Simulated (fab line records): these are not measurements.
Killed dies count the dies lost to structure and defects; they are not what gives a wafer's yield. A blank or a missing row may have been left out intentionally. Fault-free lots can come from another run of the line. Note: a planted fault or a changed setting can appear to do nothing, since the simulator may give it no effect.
Split-lot study    flow berkeley cmos170    5 lots, 23 wafers read, on a route of 331 steps

## ABOUT THE SPLIT
At UCB170_PVT_IMPLANT_07, the setting energy kev was moved away from the recipe's 30 on 11 of the 23 wafers read, by -4.7% to -3.1%. This setting was run at the recipe's value on the other wafers.

## FROM THE SPLIT ON TO THE READING: in between, the file shows 1 step
- UCB170_PVT_STRIP_08: strips in O2 (also split here: o2 flow sccm)

## THE READING
PVT_TW, at UCB170_PVT_TW_MEAS_09. Fault-free wafers of this fab line usually give 506.6, standard deviation 2.7.

wafer   tool, chamber at the split  energy kev as run  against the recipe  PVT_TW  against lot-mates on the recipe
L075.1  implanter-02, 0             28.59              -4.7%               498.1   -8.9
L075.2  implanter-02, 0             28.59              -4.7%               500.1   -6.9
L075.3  implanter-02, 0             28.59              -4.7%               501.6   -5.4
L075.5  implanter-02, 0             30                 recipe              507.1   -
L075.6  implanter-02, 0             30                 recipe              507.0   -
L077.1  implanter-01, 0             29.07              -3.1%               504.5   -2.6
L077.2  implanter-01, 0             30                 recipe              508.2   -
L077.3  implanter-01, 0             29.07              -3.1%               500.6   -6.5
L077.4  implanter-01, 0             29.07              -3.1%               504.3   -2.8
L077.5  implanter-01, 0             30                 recipe              506.1   -
L079.2  implanter-01, 0             30                 recipe              508.0   -
L079.3  implanter-01, 0             30                 recipe              509.1   -
L079.4  implanter-01, 0             30                 recipe              507.2   -
L083.1  implanter-01, 0             30                 recipe              511.3   -
L083.2  implanter-01, 0             28.94              -3.5%               506.7   -4.1
L083.3  implanter-01, 0             28.94              -3.5%               506.5   -4.2
L083.4  implanter-01, 0             28.94              -3.5%               507.4   -3.4
L083.5  implanter-01, 0             30                 recipe              510.2   -
L084.1  implanter-02, 0             30                 recipe              505.3   -
L084.2  implanter-02, 0             29                 -3.3%               499.2   -5.9
L084.3  implanter-02, 0             29                 -3.3%               500.2   -4.9
L084.4  implanter-02, 0             30                 recipe              506.7   -
L084.5  implanter-02, 0             30                 recipe              503.3   -

THE FIT
A straight line over all 23 wafers: PVT_TW changes by +1.34 for each +1% of energy kev; r = +0.71; the points scatter about the line by 2.6.
The same after taking each lot's own level away (the mean of its wafers on the recipe; 23 wafers): +1.4 for each +1%; r = +0.91; scatter 1.3.
On that fit, the largest move of energy kev shifts the reading by 6.6.
The lots' own levels span 505.10 to 510.75, that is 2.1 times the standard deviation above.
So the lot-to-lot level blurs the effect unless lot-mates are compared.
Check: for one of the wafers moved furthest among these (-4.7%), held out of the fit, the line's prediction against its lot-mates is -6.12. It came out at -8.95 against them.

## ADDITIONAL SPLITS CARRIED BY THESE WAFERS
Before the reading, these wafers also passed through other splits. Each is held against what the fit with the lots' levels taken away leaves over:
other split on the same wafers          wafers away from the commonest value  r with PVT_TW (lot level and that fit taken away)
UCB170_PWELL_OXIDATION_02 temp c        18                                    -0.04
UCB170_PWELL_IMPLANT_15 energy kev      8                                     -0.04
UCB170_SCREENOX_OXIDATION_01 ox time s  15                                    +0.20
UCB170_PVT_STRIP_08 o2 flow sccm        5                                     +0.47

## THE WHOLE CHAIN: every reading that the file lists as answering this split, in the file's order
step                   what it does  reading                                                          change (the file's fit)                r (the file's)
UCB170_PVT_IMPLANT_07                implant.rp nm (the simulator's own value, which no gauge read)   +0.246 nm for each +1% of the setting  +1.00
UCB170_PVT_IMPLANT_07                implant.drp nm (the simulator's own value, which no gauge read)  +0.101 nm for each +1% of the setting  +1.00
UCB170_PVT_TW_MEAS_09                PVT_TW                                                           +1.4 for each +1% of the setting       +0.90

## THE FILE'S OWN FIT
PVT_TW changes by +1.4 for each +1% of energy kev, r = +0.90.
